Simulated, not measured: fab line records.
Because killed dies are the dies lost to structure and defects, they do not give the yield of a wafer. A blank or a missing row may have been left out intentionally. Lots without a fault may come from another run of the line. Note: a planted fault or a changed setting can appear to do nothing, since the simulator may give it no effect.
Struck lot and sound lot, side by side | flow ritCmos | 15 steps out of a route of 202
Sound: the wafers L782.1, L782.4, L782.5. Wafers L796.2, L796.3, L796.4 were the ones struck. The cause comes at the end.
At each step with rows: each side's tool, then ch and its chambers, then its first start. Under that, the readings that differ: sound wafers | struck wafers | difference of the means | sigmas: that difference in standard deviations of wafers without a fault.
alike: a reading whose means differ by less than 2 such deviations, as well as words and numbers matching on both sides. not compared: withheld readings; readings where some wafer has no value; bounds like >300 that might hide an equal value; numbers whose values overlap and for which the record gives no deviation.
A row with sigmas, a row that says differs or no value, or rows on one side alone: a step with any of these is where the two part. Numbers that don't overlap but have no deviation are shown without sigmas and don't part them. A reading missing from all wafers of one side parts the sides only when that side holds two or more wafers.

first, 5 steps without rows for these wafers: RIT_M1_COAT_04 (resist thk 1300 nm); RIT_M1_SOFTBAKE_05 (time 60 s); RIT_M1_EXPOSE_06 (exposes mask M12, target cd 2600 nm); RIT_M1_PEB_07; RIT_M1_DEVELOP_08 (develop time 68 s).
RIT_M1_CD_MEAS_09: the cd target is 2600 nm.
  sound on cdSem-01 at day 3 15:22; struck on cdSem-01 at day 6 17:24
  alike: cdNm
RIT_M1_OVL_MEAS_10:
  sound on overlay-02 at day 3 15:29; struck on overlay-02 at day 6 17:30
  alike: M1_OVL
then, 1 step without rows for these wafers: RIT_M1_HARDBAKE_11 (time 120 s).
RIT_M1_METAL_ETCH_12: etches Al in Cl2/BCl3, stops on SiO2, time 165 s, target depth 600 nm.
  sound on rieMetal-01 ch 1, day 3 15:46; struck on rieMetal-01 ch 0,1, day 6 17:47
  alike: drypumpMotorCurrentA, oesProductAu, throttleValvePct
  not compared: rfHoursCounterH
then, 1 step without rows for these wafers: RIT_M1_STRIP_13 (strips in nmp, time 600 s).
RIT_M1_STRIP_14: strips in O2, time 180 s.
  sound on plasmaAsher-03 ch 1, day 3 16:07; struck on plasmaAsher-03 ch 0,1, day 6 18:07
  alike: drypumpMotorCurrentA, o2FlowSccm
  not compared: rfHoursCounterH
RIT_M1_CD_MEAS_90: the cd target is 2600 nm.
  sound on cdSem-01 at day 3 16:17; struck on cdSem-02 at day 6 18:19
  alike: cdNm
RIT_M1_ANNEAL_15: time 1800 s.
  sound on furnace-02 ch 0, day 3 16:24; struck on furnace-02, day 6 18:25
  no value came back on the struck wafers for spikeTcCentreC (C), spikeTcLoadC (C), zonePowerCentrePct (%); on the sound wafers spikeTcCentreC (C) reads 454.9 451.9 453.0
RIT_M1_BOW_MEAS_16:
  sound on filmMetro-04 at day 3 17:54; struck on filmMetro-03 at day 6 19:56
  alike: M1_BOW
RIT_M1_PROBE_99:
  sound on prober-02 at day 3 18:01; struck on prober-01 at day 6 20:05
  alike: defectLimitedYield, killedAtContacts, killedAtFrontEnd, killedDies, killedOpen, killedShort, sort_bin_3_pad_short, sort_bin_5_function, sort_bin_6_memory, sortNPass, sortYieldPct

WHERE THEY PART
Only at RIT_M1_ANNEAL_15, as far as this record shows. Later steps at which nothing parts them and some readings are alike: RIT_M1_BOW_MEAS_16, RIT_M1_PROBE_99.

WHY: the cause the simulator had injected
Entire step skipped (furnace-02, RIT_M1_ANNEAL_15), from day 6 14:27 onward. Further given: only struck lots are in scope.
